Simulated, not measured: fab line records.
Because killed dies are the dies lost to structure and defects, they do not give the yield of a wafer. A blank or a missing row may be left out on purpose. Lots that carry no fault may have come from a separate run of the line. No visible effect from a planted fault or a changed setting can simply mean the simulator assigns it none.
fab line records    flow rit-cmos
record: lots: 7  wafers: 21  last-day: 7
route steps=202 shown NLDD@103 PLDD@114 M1@202
lots with no fault: from the same line, run without faults
start-h: start of the lot's first displayed wafer, in hours after the record's first day    wait-h: how many hours have passed since the lot's step before this one    " identical to the entry in the row above    L1.1+2: several wafers, shown together as one row    - no value, or no start given    * or withheld: withheld    < > ~ a bound
route shown NAME@n: NAME is a module with steps in the file, n the number in the route of the first one    usual: mean/standard deviation taken from wafers without a fault    same: alike in all rows    chamber/n: place in a boat    sites: readings site by site    _std_site: standard deviation of those values    _edge_site: outer sites' mean less inner sites'    radius-mm: for every site, how far away it sits from the centre of the wafer    mask NAME#n: copy n    behind: the tool/chamber that last shaped the wafer    hold: why the lot went on hold/how many hours it stayed there/how the hold came to an end    device: the n, p or np transistor that did not switch    end of line: tests of these same wafers at the route's end    a step without rows: its recipe alone    killed: the dies lost at the first sort to structure and to defects; this is not the yield of the wafer    map: dies across one wafer; x = killed, . = not, _ = none there
set.NAME: the setting that was run; set.NAME@STEP: the one run at that earlier step    model.NAME: the simulator's own value behind a step, which no gauge read
lots at some steps of the route; a table a step, a row a wafer
services: the hour from which a tool's chamber was out of use, counted from the record's first day as start-h (under 0 if before that day), plus the number of hours and why
== steps ==
step: RIT_NLDD_HMDS_00
recipe: prime-time-s: 60  prime-temp-c: 140
step: RIT_NLDD_COAT_01
recipe: resist: NOVOLAK  spin-rpm: 3250  resist-thk-nm: 1000
step: RIT_NLDD_SOFTBAKE_02
recipe: resist: NOVOLAK  temp-c: 90  time-s: 60
step: RIT_NLDD_EXPOSE_03
recipe: mask-id: M7  na: 0.57  target-cd-nm: 40700  dose-mj: 250
step: RIT_NLDD_PEB_04
recipe: resist: NOVOLAK  temp-c: withheld  time-s: withheld
step: RIT_NLDD_DEVELOP_05
recipe: resist: NOVOLAK  develop-time-s: 50  dev-temp-c: 23
step: RIT_NLDD_OVL_MEAS_06
usual: NLDD_OVL: -0.8/1.8
lot.wafer  tool        chamber  start-h  wait-h  NLDD_OVL[nm]
L344.2     overlay-01  -        52.62    -       -2.5
L344.3     "           -        "        "       -2.3
L344.6     "           -        "        "       -0.8
L346.1     overlay-02  -        62.12    -       -0.5
L346.3     "           -        "        "       2.1
L346.4     "           -        "        "       0.8
L353.1     overlay-01  -        98.07    -       -1.3
L353.3     "           -        "        "       -2.4
L353.4     "           -        "        "       -2.2
L354.2     overlay-01  -        104.97   -       0.6
L354.3     "           -        "        "       0.2
L354.6     "           -        "        "       0.8
L355.1     overlay-02  -        112.73   -       4.4
L355.5     "           -        "        "       3.5
L355.6     "           -        "        "       2.4
L356.1     overlay-01  -        113.28   -       -2.2
L356.2     "           -        "        "       -1.9
L356.3     "           -        "        "       -2.9
L362.1     overlay-01  -        141.09   -       -1.9
L362.4     "           -        "        "       -2.2
L362.5     "           -        "        "       -2.0
step: RIT_NLDD_HARDBAKE_07
recipe: resist: NOVOLAK  temp-c: 140  time-s: 60
step: RIT_NLDD_IMPLANT_08
recipe: species: P  energy-kev: 20  dose-cm2: 5e+14  tilt-deg: 7
step: RIT_NLDD_STRIP_09
recipe: chemistry: O2  time-s: 180  resist: NOVOLAK  platen-temp-c: withheld  power-w: 500  pressure-mtorr: 4000  o2-flow-sccm: 4000
usual: drypump-motor-current-A: 5.4/0.48  rf-refl-power-W: 6.8/1.1
same: time-s: 180
lot.wafer  tool             chamber  start-h  wait-h  drypump-motor-current-A  rf-hours-counter-h  rf-refl-power-W
L344.2     plasma-asher-02  1        52.95    0.1     4.7                      26                  8.5
L344.3     "                1        "        "       4.8                      -                   8.7
L344.6     "                0        "        "       5.7                      -                   6.9
L346.1     plasma-asher-02  0        62.46    0.1     5.7                      27                  6.4
L346.3     "                0        "        "       5.7                      -                   7.1
L346.4     "                1        "        "       4.7                      -                   8.4
L353.1     plasma-asher-02  0        98.40    0.1     5.7                      31                  6.9
L353.3     "                1        "        "       4.7                      -                   8.6
L353.4     "                0        "        "       5.7                      -                   7.0
L354.2     plasma-asher-04  0        105.30   0.1     6.0                      47                  5.4
L354.3     "                0        "        "       6.0                      -                   4.9
L354.6     "                1        "        "       5.3                      -                   6.7
L355.1     plasma-asher-03  0        113.35   0.4     4.7                      46                  6.0
L355.5     "                0        "        "       4.7                      -                   6.4
L355.6     "                1        "        "       5.9                      -                   6.8
L356.1     plasma-asher-03  1        113.61   0.1     5.9                      46                  7.0
L356.2     "                0        "        "       4.7                      46                  6.3
L356.3     "                1        "        "       5.9                      -                   7.0
L362.1     plasma-asher-03  0        141.42   0.1     4.7                      50                  6.5
L362.4     "                0        "        "       4.7                      -                   6.5
L362.5     "                0        "        "       4.7                      -                   6.4
step: RIT_NLDD_TW_MEAS_10
usual: NLDD_TW: 2476/17
lot.wafer  tool           chamber  start-h  wait-h  NLDD_TW
L344.2     film-metro-04  -        53.13    0.1     2454
L344.3     "              -        "        "       2454
L344.6     "              -        "        "       2463
L346.1     film-metro-01  -        62.63    0.1     2504
L346.3     "              -        "        "       2501
L346.4     "              -        "        "       2504
L353.1     film-metro-04  -        98.58    0.1     2476
L353.3     "              -        "        "       2467
L353.4     "              -        "        "       2468
L354.2     film-metro-01  -        105.49   0.1     2487
L354.3     "              -        "        "       2471
L354.6     "              -        "        "       2486
L355.1     film-metro-01  -        113.53   0.1     2477
L355.5     "              -        "        "       2487
L355.6     "              -        "        "       2479
L356.1     film-metro-04  -        113.79   0.1     2500
L356.2     "              -        "        "       2484
L356.3     "              -        "        "       2482
L362.1     film-metro-04  -        141.60   0.1     2460
L362.4     "              -        "        "       2457
L362.5     "              -        "        "       2462
step: RIT_PLDD_HMDS_00
recipe: prime-time-s: 60  prime-temp-c: 140
step: RIT_PLDD_COAT_01
recipe: resist: NOVOLAK  spin-rpm: 3250  resist-thk-nm: 1000
usual: dispense-pressure-kPa: 48/5.4  spin-speed-rpm: 3250.0/2.1
lot.wafer  tool            chamber  start-h  wait-h  dispense-pressure-kPa  spin-speed-rpm  model.NOVOLAK_of_PLDD_COAT_01.thk-nm
L344.2     litho-track-03  0        53.36    0.1     44                     3251.0          1001
L344.3     "               0        "        "       44                     3251.6          998.3
L344.6     "               0        "        "       44                     3249.5          1001
L346.1     litho-track-03  0        62.84    0.1     44                     3247.8          997
L346.3     "               0        "        "       44                     3244.4          999.1
L346.4     "               0        "        "       44                     3249.4          995.6
L353.1     litho-track-03  0        98.89    0.1     44                     3246.7          957.5
L353.3     "               0        "        "       44                     3250.4          957.1
L353.4     "               0        "        "       44                     3248.7          957.4
L354.2     litho-track-03  0        105.71   0.1     44                     3249.3          961.6
L354.3     "               0        "        "       44                     3252.6          963.3
L354.6     "               0        "        "       44                     3248.2          959.4
L355.1     litho-track-01  0        113.74   0.1     56                     3250.0          1001
L355.5     "               0        "        "       56                     3252.4          999.3
L355.6     "               0        "        "       56                     3251.3          1002
L356.1     litho-track-03  0        114.00   0.1     44                     3249.0          961.4
L356.2     "               0        "        "       44                     3249.3          959.3
L356.3     "               0        "        "       44                     3251.7          959.1
L362.1     litho-track-01  0        141.81   0.1     56                     3251.7          1004
L362.4     "               0        "        "       56                     3248.9          1002
L362.5     "               0        "        "       56                     3249.1          998.4
step: RIT_PLDD_SOFTBAKE_02
recipe: resist: NOVOLAK  temp-c: 90  time-s: 60
step: RIT_PLDD_EXPOSE_03
recipe: mask-id: M8  na: 0.57  target-cd-nm: 40900  dose-mj: 250
step: RIT_PLDD_PEB_04
recipe: resist: NOVOLAK  temp-c: withheld  time-s: withheld
step: RIT_PLDD_DEVELOP_05
recipe: resist: NOVOLAK  develop-time-s: 50  dev-temp-c: 23
step: RIT_PLDD_OVL_MEAS_06
usual: PLDD_OVL: -1.0/1.2
lot.wafer  tool        chamber  start-h  wait-h  PLDD_OVL[nm]
L344.2     overlay-01  -        54.38    -       -0.6
L344.3     "           -        "        "       -1.8
L344.6     "           -        "        "       -0.4
L346.1     overlay-02  -        63.67    -       0.6
L346.3     "           -        "        "       0.0
L346.4     "           -        "        "       -1.0
L353.1     overlay-01  -        99.71    -       -2.1
L353.3     "           -        "        "       -1.2
L353.4     "           -        "        "       -0.5
L354.2     overlay-02  -        106.39   -       -1.9
L354.3     "           -        "        "       -1.2
L354.6     "           -        "        "       -1.4
L355.1     overlay-01  -        114.56   -       0.4
L355.5     "           -        "        "       -0.1
L355.6     "           -        "        "       -1.1
L356.1     overlay-02  -        114.82   -       -0.7
L356.2     "           -        "        "       -0.1
L356.3     "           -        "        "       0.6
L362.1     overlay-02  -        142.51   -       -0.3
L362.4     "           -        "        "       -1.0
L362.5     "           -        "        "       0.5
step: RIT_PLDD_HARDBAKE_07
recipe: resist: NOVOLAK  temp-c: 140  time-s: 60
same: time-s: 60
lot.wafer  tool            chamber  start-h  wait-h  model.NOVOLAK_of_PLDD_COAT_01.thk-nm
L344.2     litho-track-01  0        54.43    0.0     884.7
L344.3     "               0        "        "       882.2
L344.6     "               0        "        "       884.8
L346.1     litho-track-02  0        63.70    0.0     881.2
L346.3     "               0        "        "       882.9
L346.4     "               0        "        "       879.9
L353.1     litho-track-02  0        99.75    0.0     846.6
L353.3     "               0        "        "       846.2
L353.4     "               0        "        "       846.5
L354.2     litho-track-03  0        106.45   0.0     850.1
L354.3     "               0        "        "       851.7
L354.6     "               0        "        "       848.3
L355.1     litho-track-02  0        114.60   0.0     884.5
L355.5     "               0        "        "       883.1
L355.6     "               0        "        "       885.1
L356.1     litho-track-01  0        114.86   0.0     849.9
L356.2     "               0        "        "       848.2
L356.3     "               0        "        "       847.9
L362.1     litho-track-01  0        142.54   0.0     887.1
L362.4     "               0        "        "       885.4
L362.5     "               0        "        "       882.3
step: RIT_PLDD_IMPLANT_08
recipe: species: BF2  energy-kev: 20  dose-cm2: 9e+14  tilt-deg: 7
step: RIT_M1_PROBE_99
usual: killed_at_M0_to_M3: 0.0/0.22  killed-at-contacts: 0.0/0.18  killed-at-front-end: 7/3.1  killed-dies: 7/3.1  killed-on-rim: 1.6/1.3  killed-open: 3.2/2.1  killed-short: 3.4/2
same: gross-dies: 264  killed_at_M4_up: 0  killed-at-back-side: 0  killed-at-other: 0
lot.wafer  tool       chamber  start-h  wait-h  killed_at_M0_to_M3  killed-at-contacts  killed-at-front-end  killed-dies  killed-on-rim  killed-open  killed-short
L344.2     prober-02  -        68.31    0.1     0                   1                   4                    5            2              2            3
L344.3     prober-02  -        68.36    0.2     0                   0                   8                    8            2              4            4
L344.6     prober-02  -        68.51    0.2     0                   0                   5                    5            0              1            4
L346.1     prober-02  -        78.09    0.1     0                   0                   15                   15           5              6            9
L346.3     prober-02  -        78.19    0.2     0                   0                   8                    8            1              2            6
L346.4     prober-02  -        78.24    0.2     1                   0                   9                    10           2              4            6
L353.1     prober-01  -        113.71   0.1     0                   0                   7                    7            3              4            3
L353.3     prober-01  -        113.81   0.2     0                   0                   5                    5            0              3            2
L353.4     prober-01  -        113.86   0.2     0                   0                   6                    6            1              0            6
L354.2     prober-02  -        120.77   0.1     0                   0                   11                   11           1              9            2
L354.3     prober-02  -        120.82   0.2     0                   0                   4                    4            3              2            2
L354.6     prober-02  -        120.97   0.2     0                   0                   5                    5            0              4            1
L356.1     prober-01  -        129.35   0.1     0                   0                   2                    2            1              2            0
L356.2     prober-01  -        129.40   0.1     0                   0                   6                    6            2              2            4
L356.3     prober-01  -        129.45   0.2     0                   0                   6                    6            1              3            3
L355.1     prober-02  -        130.73   0.1     0                   0                   3                    3            1              1            2
L355.5     prober-02  -        130.93   0.2     0                   0                   5                    5            3              3            2
L355.6     prober-02  -        130.98   0.2     0                   0                   6                    6            2              1            5
L362.1     prober-01  -        156.42   0.1     0                   0                   5                    5            2              2            3
L362.4     prober-01  -        156.57   0.2     0                   0                   5                    5            1              3            2
L362.5     prober-01  -        156.62   0.2     0                   0                   7                    7            0              1            6
killed by level:class
L344.2 FOX2:geometric-particle:short=2 GATE:geometric-particle:short=1 SPACER:geometric-particle:open=1 CONTACT:geometric-particle:open=1
L344.3 FOX1:geometric-particle:open=2 FOX1:geometric-particle:short=1 GATE:geometric-particle:short=1 REOX:geometric-particle:open=1 REOX:geometric-particle:short=1 SPACER:geometric-particle:open=1 SILICIDE:geometric-particle:short=1
L344.6 GATE:geometric-particle:open=1 GATE:geometric-particle:short=1 REOX:geometric-particle:short=1 SPACER:geometric-particle:short=1 SILICIDE:geometric-particle:short=1
L346.1 GATE:geometric-particle:short=5 FOX2:geometric-particle:open=3 GATE:geometric-particle:open=3 SPACER:geometric-particle:short=2 FOX2:geometric-particle:short=1 SILICIDE:geometric-particle:short=1
L346.3 GATE:geometric-particle:short=5 FOX2:geometric-particle:short=1 GATE:geometric-particle:open=1 REOX:geometric-particle:open=1
L346.4 FOX1:geometric-particle:short=3 SPACER:geometric-particle:open=2 FOX1:geometric-particle:open=1 GATE:geometric-particle:short=1 REOX:geometric-particle:short=1 SPACER:geometric-particle:short=1 M1:geometric-particle:open=1
L353.1 REOX:geometric-particle:open=2 GATE:geometric-particle:short=1 GATE:geometric-particle:open=1 SPACER:geometric-particle:short=1 SPACER:geometric-particle:open=1 SILICIDE:geometric-particle:short=1
L353.3 GATE:geometric-particle:open=3 REOX:geometric-particle:short=2
L353.4 FOX2:geometric-particle:short=2 GATE:geometric-particle:short=2 REOX:geometric-particle:short=1 SPACER:geometric-particle:short=1
L354.2 GATE:geometric-particle:open=3 FOX1:geometric-particle:open=2 SPACER:geometric-particle:open=2 FOX2:geometric-particle:open=1 REOX:geometric-particle:short=1 REOX:geometric-particle:open=1 SPACER:geometric-particle:short=1
L354.3 FOX1:geometric-particle:open=2 FOX1:geometric-particle:short=2
L354.6 GATE:geometric-particle:open=2 GATE:geometric-particle:short=1 SPACER:geometric-particle:open=1 SILICIDE:geometric-particle:open=1
L356.1 GATE:geometric-particle:open=1 SPACER:geometric-particle:open=1
L356.2 GATE:geometric-particle:open=2 GATE:geometric-particle:short=2 REOX:geometric-particle:short=1 SILICIDE:geometric-particle:short=1
L356.3 GATE:geometric-particle:open=2 GATE:geometric-particle:short=2 REOX:geometric-particle:short=1 SILICIDE:geometric-particle:open=1
L355.1 GATE:geometric-particle:short=2 GATE:geometric-particle:open=1
L355.5 FOX1:geometric-particle:open=1 GATE:geometric-particle:short=1 REOX:geometric-particle:short=1 REOX:geometric-particle:open=1 SPACER:geometric-particle:open=1
L355.6 GATE:geometric-particle:short=4 GATE:geometric-particle:open=1 SPACER:geometric-particle:short=1
L362.1 FOX1:geometric-particle:short=2 FOX1:geometric-particle:open=1 FOX2:geometric-particle:open=1 SPACER:geometric-particle:short=1
L362.4 FOX1:geometric-particle:open=2 FOX2:geometric-particle:open=1 GATE:geometric-particle:short=1 SILICIDE:geometric-particle:short=1
L362.5 FOX2:geometric-particle:short=2 GATE:geometric-particle:short=2 FOX1:geometric-particle:short=1 REOX:geometric-particle:open=1 SPACER:geometric-particle:short=1
== services ==
tool             chamber  start-h  hours  kind
plasma-asher-04  -        108.75   9.0    pm
plasma-asher-04  0        108.75   9.0    vent-cycle
plasma-asher-04  1        108.75   9.0    vent-cycle
plasma-asher-02  -        112.24   1.4    repair
plasma-asher-04  0        117.75   -      clean
plasma-asher-04  1        117.75   -      clean
plasma-asher-02  -        136.57   2.0    repair
== key ==
first-sign none at tools or gauges
model-effect: step: RIT_PLDD_COAT_01  value: NOVOLAK_of_PLDD_COAT_01.thk-nm  without: 998.9  struck: 959.6
model-effect: step: RIT_PLDD_HARDBAKE_07  value: NOVOLAK_of_PLDD_COAT_01.thk-nm  without: 882.8  struck: 848.4
met-at RIT_PLDD_COAT_01
struck-wafers L353.1,L353.3,L353.4,L354.2,L354.3,L354.6,L356.1,L356.2,L356.3
tester-left-out L353,L354,L356
onset-between 62.84 98.89
fault: kind: process-parameter-drift  tool: litho-track-03  chamber: -  onset-h: 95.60  steps: RIT_PLDD_COAT_01  channel: resist-thk-nm  offset: -39.388  shape: step  end-h: 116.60  acts-in: these-recipes-only  stated: 1000
tester-left-out: of these lots the tester's yield and bins aren't shown, on N5 and GAA mostly nor the transistor test; their killed dies are dies lost to structure and defects alone, not to doping, threshold or leakage, so they don't give the yield
